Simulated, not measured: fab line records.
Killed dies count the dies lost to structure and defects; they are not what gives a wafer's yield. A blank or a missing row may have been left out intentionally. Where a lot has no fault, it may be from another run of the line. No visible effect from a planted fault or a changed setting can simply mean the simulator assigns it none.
Which tool did it?    flow rit-cmos    15 lots, 45 wafers sampled, at 3 steps of a route of 202

== WHAT THE GAUGES SHOWED, per wafer ==
RIT_NRETRO_TW_MEAS_10.
lot   measured     on             NRETRO_TW
L757  day 2 06:46  film-metro-01  1038 1042 1039
L758  day 2 12:56  film-metro-01  1049 1047 1041
L759  day 2 19:00  film-metro-02  1064 1058 1058
L760  day 2 23:10  film-metro-01  1040 1047 1049
L761  day 3 03:16  film-metro-01  1041 1040 1033
L762  day 3 07:21  film-metro-02  1050 1048 1049
L769  day 4 17:57  film-metro-03  1056 1054 1046
L771  day 5 04:29  film-metro-02  1052 1054 1056
L772  day 5 08:23  film-metro-01  1036 1038 1046
L774  day 5 18:40  film-metro-03  1049 1048 1047
L775  day 5 23:37  film-metro-02  1057 1051 1053
L776  day 6 06:13  film-metro-03  1060 1059 1057
L778  day 6 15:58  film-metro-01  1050 1043 1042
L779  day 6 20:34  film-metro-01  1045 1043 1045
L780  day 7 00:44  film-metro-01  1037 1033 1041

RIT_PRETRO_OVL_MEAS_06.
lot   measured     on          PRETRO_OVL (nm)
L757  day 2 07:42  overlay-02  -0.8 -0.1 -2.7
L758  day 2 14:00  overlay-02  -0.9 -1.5 -0.6
L759  day 2 20:24  overlay-02  -3.1 -3.1 -4.5
L760  day 3 00:11  overlay-01  -3.1 -0.3 0.0
L761  day 3 04:13  overlay-01  -1.0 -0.4 -0.7
L762  day 3 08:25  overlay-02  -0.6 -3.0 0.1
L769  day 4 19:01  overlay-01  -0.4 0.7 1.7
L771  day 5 05:26  overlay-01  -1.8 -1.5 -1.7
L772  day 5 09:34  overlay-01  0.3 -0.2 0.8
L774  day 5 19:36  overlay-02  -1.5 0.5 1.0
L775  day 6 00:34  overlay-01  -1.0 -1.0 1.0
L776  day 6 07:17  overlay-01  2.7 1.9 3.0
L778  day 6 17:02  overlay-02  -2.1 -0.1 0.6
L779  day 6 21:38  overlay-01  -1.0 0.2 -2.8
L780  day 7 01:40  overlay-02  -1.2 -1.3 -2.0

RIT_SDANNEAL_RS_MEAS_05: a four-point-probe measurement.
lot   measured     on             NSD_RS (ohm/sq)
L757  day 3 02:30  film-metro-03  84.30 84.50 84.42
L758  day 3 11:33  film-metro-01  84.37 84.06 84.40
L759  day 3 16:14  film-metro-03  84.39 84.83 84.47
L760  day 3 19:46  film-metro-02  84.64 84.57 84.36
L761  day 3 23:37  film-metro-02  84.94 84.81 84.60
L762  day 4 07:28  film-metro-01  84.59 84.39 84.52
L769  day 5 14:26  film-metro-02  84.92 84.74 84.50
L771  day 6 00:47  film-metro-01  83.97 83.81 84.06
L772  day 6 06:10  film-metro-01  84.77 84.70 84.63
L774  day 6 15:01  film-metro-03  84.69 84.34 84.62
L775  day 6 19:10  film-metro-02  84.53 84.36 84.69
L776  day 7 02:11  film-metro-01  84.32 84.57 84.82
L778  day 7 11:26  film-metro-03  84.04 84.00 84.06
L779  day 7 16:04  film-metro-01  84.59 84.89 84.72
L780  day 7 21:37  film-metro-03  84.93 85.02 84.67

== WHAT TOOL EACH LOT RAN ON (gives the tool, then ch and the chambers of the sampled wafers, and finally the start) ==
There is no process step in the record ahead of these readings.

== WHAT THE TOOLS THEMSELVES READ (means of the sampled wafers that have a number; where no wafer has one, the mark that the record gives instead) ==
The record holds no such reading with a usual standard deviation.

== THE ANSWER, worked out from the rows above alone ==
Rule: the lots themselves supply what counts as usual. Put in order of their means at a reading, lots are off if they are a third of the lots or fewer, leave a main group of 4 or more, and stand apart from it by a gap of 3 or more times the standard deviation of the main group's means; of several such gaps the widest counts. Not used: any main group whose means are identical at the precision the tables above print for the reading. A lot without any number at a reading at which 4 lots or more have one is off too. The other lots that the step has rows for count as sound. After the gauges, taken in route order, come the tools' own readings; for these a lot's mean is taken, as printed above. The first step at which some lot is off is used, and at that step the reading that is off furthest; a lot without a number counts as furthest.
None of the lots is off at any reading shown; this tells nothing.

== WHAT THE SIMULATOR PUT IN ==
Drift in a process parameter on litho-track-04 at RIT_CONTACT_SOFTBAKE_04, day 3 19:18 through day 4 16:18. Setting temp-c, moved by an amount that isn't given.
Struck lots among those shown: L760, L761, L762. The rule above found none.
